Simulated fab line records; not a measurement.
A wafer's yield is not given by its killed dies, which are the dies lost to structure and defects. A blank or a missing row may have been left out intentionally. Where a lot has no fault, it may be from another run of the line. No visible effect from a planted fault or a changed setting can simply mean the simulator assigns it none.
fab line records ; flow berkeley-cmos170 ; part 2 of 2: steps 27 to 36 of 36
record: lots: 5; wafers: 15; last-day: 11
route steps=331 shown NSD@194 BACKSIDE@199 SDANNEAL@204 PSD@206 PLDD@208 NLDD@209 SILICIDE@210 CONTACT@216
lots that met no fault: from a run of the same line without faults
start-h: start of the lot's first displayed wafer, in hours after the record's first day ; wait-h: time in hours since the lot's previous step ; " unchanged from the row above ; L1.1+2: one row covering several wafers at once ; - no value present, or no start provided ; * or withheld: withheld ; < > ~ a bound
route shown NAME@n: names a module that has steps shown in the file, with the first one's number in the route ; usual: mean and standard deviation over wafers with no fault ; same: alike in all rows ; chamber/n: place in a boat ; sites: readings site by site ; _std_site: their standard deviation ; _edge_site: mean of outer sites minus mean of inner sites ; radius-mm: how far each site lies from the wafer's centre ; mask NAME#n: copy n ; behind: tool/chamber where the wafer was last shaped ; hold: what put the lot on hold/how long, in hours/how the hold closed ; device: whichever transistor did not switch (one of n, p or np) ; end of line: tests run on the same wafers once the route is complete ; for a step that has no rows: nothing shown but its recipe ; killed: at the first sort, the dies lost to defects and structure; wafer yield is something else ; map: a wafer's dies, x killed, . not, _ none there
set.NAME: setting as actually run; set.NAME@STEP: the setting as run at that earlier step ; model.NAME: the simulator's own value behind a step, which no gauge read
lots at some steps of the route; a table a step, a row a wafer
services: a tool's chamber out of use, with start hour (start-h, from the record's first day; less than 0 if before it), hours out, and reason
== steps ==
step: UCB170_CONTACT_COAT_04
recipe: resist: KrF; spin-rpm: 1500; resist-thk-nm: 900
usual: dispense-pressure-kPa: 51.4/1.2
lot.wafer;tool;chamber;start-h;wait-h;dispense-pressure-kPa
L084.1;litho-track-03;0;200.83;0.1;51.5
L084.5;litho-track-03;0;200.83;0.1;51.5
L084.6;litho-track-03;0;200.83;0.1;51.5
L086.1;litho-track-03;0;222.32;0.1;51.5
L086.2;litho-track-03;0;222.32;0.1;51.6
L086.3;litho-track-03;0;222.32;0.1;51.6
L092.2;litho-track-02;0;235.41;0.1;52.7
L092.3;litho-track-02;0;235.41;0.1;52.7
L092.6;litho-track-02;0;235.41;0.1;52.7
L095.1;litho-track-01;0;253.11;0.1;49.9
L095.3;litho-track-01;0;253.11;0.1;50.0
L095.6;litho-track-01;0;253.11;0.1;50.0
L096.1;litho-track-02;0;253.11;0.1;52.6
L096.2;litho-track-02;0;253.11;0.1;52.7
L096.4;litho-track-02;0;253.11;0.1;52.7
step: UCB170_CONTACT_SOFTBAKE_05
recipe: resist: KrF; temp-c: 130; time-s: 60
usual: plate-temp-C: 129.99/0.13
lot.wafer;tool;chamber;start-h;wait-h;plate-temp-C
L084.1;litho-track-03;0;200.98;0.1;129.70
L084.5;litho-track-03;0;200.98;0.1;129.90
L084.6;litho-track-03;0;200.98;0.1;129.92
L086.1;litho-track-03;0;222.47;0.1;130.06
L086.2;litho-track-03;0;222.47;0.1;130.00
L086.3;litho-track-03;0;222.47;0.1;130.05
L092.2;litho-track-02;0;235.56;0.1;130.02
L092.3;litho-track-02;0;235.56;0.1;129.94
L092.6;litho-track-02;0;235.56;0.1;130.08
L095.1;litho-track-01;0;253.26;0.1;129.75
L095.3;litho-track-01;0;253.26;0.1;129.91
L095.6;litho-track-01;0;253.26;0.1;129.53
L096.1;litho-track-02;0;253.26;0.1;129.83
L096.2;litho-track-02;0;253.26;0.1;130.16
L096.4;litho-track-02;0;253.26;0.1;130.00
step: UCB170_CONTACT_STRIP_06
recipe: chemistry: O2; power-w: 400; pressure-mtorr: 3500; platen-temp-c: withheld; o2-flow-sccm: 400; overash-fraction: 0.5
usual: drypump-motor-current-A: 5.42/0.26; oes-product-au: 0.735/0.0049; strip-time-to-endpoint-s: 21.98/0.067
lot.wafer;tool;chamber;start-h;wait-h;drypump-motor-current-A;oes-product-au;rf-hours-counter-h;strip-time-to-endpoint-s
L084.1;plasma-asher-03;1;201.13;0.1;5.47;0.720;50;22.04
L084.5;plasma-asher-03;1;201.13;0.1;5.46;0.731;-;21.99
L084.6;plasma-asher-03;0;201.13;0.1;5.63;0.730;-;22.02
L086.1;plasma-asher-03;1;222.62;0.1;5.48;0.725;52;21.97
L086.2;plasma-asher-03;0;222.62;0.1;5.61;0.735;52;22.01
L086.3;plasma-asher-03;0;222.62;0.1;5.61;0.735;-;21.95
L092.2;plasma-asher-02;1;235.69;0.1;5.00;0.738;46;22.02
L092.3;plasma-asher-02;0;235.69;0.1;5.71;0.732;-;21.95
L092.6;plasma-asher-02;0;235.69;0.1;5.76;0.748;-;22.10
L095.1;plasma-asher-01;0;253.41;0.1;5.14;0.742;59;22.03
L095.3;plasma-asher-01;1;253.41;0.1;5.54;0.742;-;22.06
L095.6;plasma-asher-01;0;253.41;0.1;5.15;0.737;-;22.06
L096.1;plasma-asher-02;0;253.41;0.1;5.74;0.734;48;21.93
L096.2;plasma-asher-02;1;253.41;0.1;4.98;0.735;48;21.94
L096.4;plasma-asher-02;1;253.41;0.1;4.99;0.736;-;21.93
step: UCB170_CONTACT_CLEAN_07
recipe: chemistry: SPM; temp-c: 120; time-s: 600
lot.wafer;tool;chamber;start-h;wait-h
L084.1+5+6;wet-bench-03;0;201.23;0.1
L086.1+2+3;wet-bench-04;2;222.91;0.3
L092.2+3+6;wet-bench-03;1;235.79;0.1
L095.1+3+6;wet-bench-02;2;253.51;0.1
L096.1+2+4;wet-bench-02;0;253.51;0.1
step: UCB170_CONTACT_RTA_08
recipe: temp-c: 900; time-s: 10; ambient: N2
usual: anneal-temp-c-max: 905.1/1.3; lamp-power-pct: 27.8/2; wafer_temp_C_max: 903.9/0.83
lot.wafer;tool;chamber;start-h;wait-h;anneal-temp-c-max;lamp-power-pct;wafer_temp_C_max
L084.1;rtp-anneal-01;0;201.42;0.0;905.2;29.6;903.9
L084.5;rtp-anneal-01;0;201.42;0.0;904.0;29.6;903.3
L084.6;rtp-anneal-01;0;201.42;0.0;903.3;29.6;906.5
L086.1;rtp-anneal-02;0;223.10;0.0;906.8;25.6;904.3
L086.2;rtp-anneal-02;0;223.10;0.0;906.6;25.6;902.4
L086.3;rtp-anneal-02;0;223.10;0.0;906.4;25.6;902.7
L092.2;rtp-anneal-02;0;235.97;0.0;906.9;25.6;903.7
L092.3;rtp-anneal-02;0;235.97;0.0;906.5;25.6;904.2
L092.6;rtp-anneal-02;0;235.97;0.0;904.2;25.5;903.2
L095.1;rtp-anneal-01;0;253.69;0.0;903.6;29.6;904.1
L095.3;rtp-anneal-01;0;253.69;0.0;904.4;29.6;903.7
L095.6;rtp-anneal-01;0;253.69;0.0;905.7;29.6;903.6
L096.1;rtp-anneal-02;0;253.69;0.0;907.5;25.6;902.9
L096.2;rtp-anneal-02;0;253.69;0.0;905.1;25.6;904.2
L096.4;rtp-anneal-02;0;253.69;0.0;907.1;25.5;904.6
step: UCB170_CONTACT_COAT_09
recipe: resist: BARC; temp-c: withheld; time-s: withheld; spin-rpm: 3000; resist-thk-nm: withheld
usual: dispense-pressure-kPa: 51.3/1.3
lot.wafer;tool;chamber;start-h;wait-h;dispense-pressure-kPa
L084.1;litho-track-01;0;201.60;0.2;49.8
L084.5;litho-track-01;0;201.60;0.2;49.8
L084.6;litho-track-01;0;201.60;0.2;49.8
L086.1;litho-track-01;0;223.85;0.7;49.8
L086.2;litho-track-01;0;223.85;0.7;49.8
L086.3;litho-track-01;0;223.85;0.7;49.8
L092.2;litho-track-02;0;236.44;0.5;52.7
L092.3;litho-track-02;0;236.44;0.5;52.8
L092.6;litho-track-02;0;236.44;0.5;52.7
L095.1;litho-track-01;0;254.14;0.4;49.8
L095.3;litho-track-01;0;254.14;0.4;49.8
L095.6;litho-track-01;0;254.14;0.4;49.8
L096.1;litho-track-02;0;254.14;0.4;52.7
L096.2;litho-track-02;0;254.14;0.4;52.7
L096.4;litho-track-02;0;254.14;0.4;52.7
step: UCB170_CONTACT_COAT_10
recipe: resist: KrF; spin-rpm: 1500; resist-thk-nm: 900
usual: dispense-pressure-kPa: 51.4/1.2
lot.wafer;tool;chamber;start-h;wait-h;dispense-pressure-kPa
L084.1;litho-track-01;0;-;-;49.9
L084.5;litho-track-01;0;-;-;49.9
L084.6;litho-track-01;0;-;-;49.9
L086.1;litho-track-01;0;-;-;50.0
L086.2;litho-track-01;0;-;-;49.9
L086.3;litho-track-01;0;-;-;49.9
L092.2;litho-track-02;0;-;-;52.7
L092.3;litho-track-02;0;-;-;52.7
L092.6;litho-track-02;0;-;-;52.7
L095.1;litho-track-01;0;-;-;49.9
L095.3;litho-track-01;0;-;-;49.9
L095.6;litho-track-01;0;-;-;49.9
L096.1;litho-track-02;0;-;-;52.7
L096.2;litho-track-02;0;-;-;52.7
L096.4;litho-track-02;0;-;-;52.7
step: UCB170_CONTACT_SOFTBAKE_11
recipe: resist: KrF; temp-c: 130; time-s: 60
usual: plate-temp-C: 130.05/0.13
lot.wafer;tool;chamber;start-h;wait-h;plate-temp-C
L084.1;litho-track-01;0;-;-;130.16
L084.5;litho-track-01;0;-;-;130.07
L084.6;litho-track-01;0;-;-;130.00
L086.1;litho-track-01;0;-;-;130.00
L086.2;litho-track-01;0;-;-;130.09
L086.3;litho-track-01;0;-;-;130.04
L092.2;litho-track-02;0;-;-;130.18
L092.3;litho-track-02;0;-;-;130.24
L092.6;litho-track-02;0;-;-;130.22
L095.1;litho-track-01;0;-;-;129.92
L095.3;litho-track-01;0;-;-;129.95
L095.6;litho-track-01;0;-;-;129.95
L096.1;litho-track-02;0;-;-;130.13
L096.2;litho-track-02;0;-;-;130.01
L096.4;litho-track-02;0;-;-;130.08
step: UCB170_CONTACT_EXPOSE_12
recipe: mask-id: CONT; target-cd-nm: 700; na: 0.5; sigma-outer: 0.6; source-shape: conventional; dose-mj: 35
lot.wafer;tool;chamber;start-h;wait-h;mask
L084.1+5+6;krf-scanner-01;0;202.18;-;CONT#0
L086.1+2+3;krf-scanner-01;0;224.30;-;CONT#0
L092.2+3+6;krf-scanner-02;0;237.01;-;CONT#0
L095.1+3+6;krf-scanner-02;0;254.59;-;CONT#0
L096.1+2+4;krf-scanner-01;0;-;-;CONT#0
step: UCB170_CONTACT_PEB_13
recipe: peb-temp-c: 130; peb-time-s: withheld; resist: KrF
usual: plate-temp-C: 129.94/0.17
lot.wafer;tool;chamber;start-h;wait-h;plate-temp-C
L084.1;litho-track-01;0;202.29;0.1;129.95
L084.5;litho-track-01;0;202.29;0.1;129.95
L084.6;litho-track-01;0;202.29;0.1;129.96
L086.1;litho-track-01;0;225.12;0.8;130.21
L086.2;litho-track-01;0;225.12;0.8;130.22
L086.3;litho-track-01;0;225.12;0.8;130.16
L092.2;litho-track-03;0;237.78;0.8;129.90
L092.3;litho-track-03;0;237.78;0.8;129.87
L092.6;litho-track-03;0;237.78;0.8;129.99
L095.1;litho-track-02;0;255.49;0.9;129.92
L095.3;litho-track-02;0;255.49;0.9;129.87
L095.6;litho-track-02;0;255.49;0.9;129.88
L096.1;litho-track-03;0;-;-;129.92
L096.2;litho-track-03;0;-;-;129.95
L096.4;litho-track-03;0;-;-;129.83
== services ==
tool;chamber;start-h;hours;kind
plasma-asher-04;-;179.62;2.8;pm
krf-scanner-02;-;191.19;1.0;pm
pvd-sputter-03;3;204.91;-;consumable-replace:kit
pvd-sputter-03;3;204.91;18.0;scheduled-down
pvd-sputter-03;3;204.91;18.0;vent-cycle
krf-scanner-02;-;208.65;4.4;pm
krf-scanner-01;-;213.05;0.8;pm
krf-scanner-02;0;228.32;-;calibration
pvd-sputter-04;-;228.54;3.6;repair
lpcvd-02;-;246.93;0.8;repair
implanter-01;-;248.09;5.8;repair
krf-scanner-02;-;249.79;0.8;pm
krf-scanner-01;-;250.21;1.7;repair
plasma-asher-04;-;254.98;11.6;repair
